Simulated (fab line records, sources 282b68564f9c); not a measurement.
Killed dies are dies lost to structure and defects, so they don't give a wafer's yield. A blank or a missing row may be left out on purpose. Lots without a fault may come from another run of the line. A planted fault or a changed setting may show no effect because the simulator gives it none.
Split-lot experiment | flow rit_cmos | 4 lots, 18 wafers read, on a route of 202 steps

THE SPLIT
At RIT_GATE_EXPOSE_13 (exposes mask M6, target cd 150 nm), the setting dose_mj was moved away from the recipe's 380 on 4 of the 18 wafers read, by +2.5% to +3.8%. The other wafers ran this setting at the recipe's value.

FROM THE SPLIT TO THE READING: what the file shows between them, 14 steps
- RIT_GATE_PEB_14
- RIT_GATE_DEVELOP_15: develop time 52.08 s
- RIT_GATE_HARDBAKE_18: time 60 s
- RIT_GATE_ETCH_19: etches poly-Si in SF6/CHF3/O2, stops on SiO2, time 165 s, target depth 312.5 nm
- RIT_GATE_STRIP_20: strips in O2, time 180 s
- RIT_REOX_CLEAN_00: cleans in SC1, time 600 s
- RIT_REOX_OXIDATION_03: target thk 25.2 nm, ox time 5580 s (also split here: ox_time_s)
- RIT_REOX_THK_MEAS_04
- RIT_NLDD_IMPLANT_08 (also split here: dose_cm2)
- RIT_NLDD_STRIP_09: strips in O2, time 180 s
- RIT_NLDD_TW_MEAS_10
- RIT_PLDD_IMPLANT_08 (also split here: dose_cm2)
- RIT_SPACER_CLEAN_00: cleans in SC1, time 600 s (also split here: time_s)
- RIT_PSD_COAT_01: resist thk 1000 nm (also split here: resist_thk_nm)

THE READING
etest.pmos_0p3.r_on_ohm_um (the simulator's own value, which no gauge read), at RIT_M1_PROBE_99. The file gives no usual value for it. The 14 wafers here that ran the recipe average 6442, standard deviation 2.3e+02.

wafer  | tool, chamber at the split | dose_mj as run | against the recipe | etest.pmos_0p3.r_on_ohm_um | against lot-mates on the recipe
L076.1 | iline_stepper-01, 0        | 380            | recipe             | 6169                       | -
L076.2 | iline_stepper-01, 0        | 380            | recipe             | 6187                       | -
L076.4 | iline_stepper-01, 0        | 380            | recipe             | 6325                       | -
L076.5 | iline_stepper-01, 0        | 380            | recipe             | 6161                       | -
L076.6 | iline_stepper-01, 0        | 380            | recipe             | 6173                       | -
L079.2 | iline_stepper-01, 0        | 380            | recipe             | 6553                       | -
L079.3 | iline_stepper-01, 0        | 380            | recipe             | 6491                       | -
L079.5 | iline_stepper-01, 0        | 380            | recipe             | 6590                       | -
L080.1 | iline_stepper-02, 0        | 389.4          | +2.5%              | 6249                       | -153
L080.2 | iline_stepper-02, 0        | 380            | recipe             | 6476                       | -
L080.3 | iline_stepper-02, 0        | 380            | recipe             | 6466                       | -
L080.4 | iline_stepper-02, 0        | 380            | recipe             | 6264                       | -
L080.6 | iline_stepper-02, 0        | 389.4          | +2.5%              | 6168                       | -234
L081.1 | iline_stepper-02, 0        | 380            | recipe             | 6750                       | -
L081.2 | iline_stepper-02, 0        | 394.4          | +3.8%              | 6495                       | -285
L081.3 | iline_stepper-02, 0        | 380            | recipe             | 6769                       | -
L081.5 | iline_stepper-02, 0        | 394.4          | +3.8%              | 6337                       | -443
L081.6 | iline_stepper-02, 0        | 380            | recipe             | 6820                       | -

THE FIT
A straight line over all 18 wafers: etest.pmos_0p3.r_on_ohm_um changes by -30.9 for each +1% of dose_mj; r = -0.19; the points scatter about the line by 2.2e+02.
The same after taking each lot's own level away (the mean of its wafers on the recipe; 18 wafers): -91.1 for each +1%; r = -0.89; scatter 68.
On that fit, the largest move of dose_mj shifts the reading by 3.5e+02.
The lots' own levels span 6203.0 to 6779.7, that is 2.5 times the standard deviation above.
So the lot-to-lot level blurs the effect unless lot-mates are compared.
Check: with one of the wafers moved furthest among these (+3.8%) left out of the fit, the line predicts -376 for it against its lot-mates. It came out at -285 against them.

OTHER SPLITS ON THESE WAFERS
These wafers also went through other splits before the reading. Each is held against what the fit with the lots' levels taken away leaves over:
other split on the same wafers     | wafers away from the commonest value | r with etest.pmos_0p3.r_on_ohm_um (lot level and that fit taken away)
RIT_ACTIVE_COAT_06 spin_rpm        | 5                                    | -0.14
RIT_ACTIVE_EXPOSE_08 dose_mj       | 5                                    | +0.15
RIT_ACTIVE_STRIP_14 pressure_mtorr | 10                                   | -0.12
RIT_NWELL_IMPLANT_08 energy_kev    | 4                                    | +0.23
RIT_GATE_CVD_08 temp_c             | 5                                    | +0.01
RIT_REOX_OXIDATION_03 ox_time_s    | 13                                   | +0.03
RIT_NLDD_IMPLANT_08 dose_cm2       | 7                                    | +0.30
RIT_PLDD_IMPLANT_08 dose_cm2       | 8                                    | +0.22
RIT_SPACER_CLEAN_00 time_s         | 5                                    | +0.11
RIT_PSD_COAT_01 resist_thk_nm      | 5                                    | +0.17

THE WHOLE CHAIN: every reading that the file lists as answering this split, in the file's order
step            | what it does | reading                                                                        | change (the file's fit)           | r (the file's)
RIT_M1_PROBE_99 |              | etest.pmos_turned.r_on_ohm_um (the simulator's own value, which no gauge read) | -130 for each +1% of the setting  | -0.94
RIT_M1_PROBE_99 |              | etest.pmos_0p3.r_on_ohm_um (the simulator's own value, which no gauge read)    | -90.7 for each +1% of the setting | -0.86

THE FILE'S OWN FIT
etest.pmos_0p3.r_on_ohm_um changes by -90.7 for each +1% of dose_mj, r = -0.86.
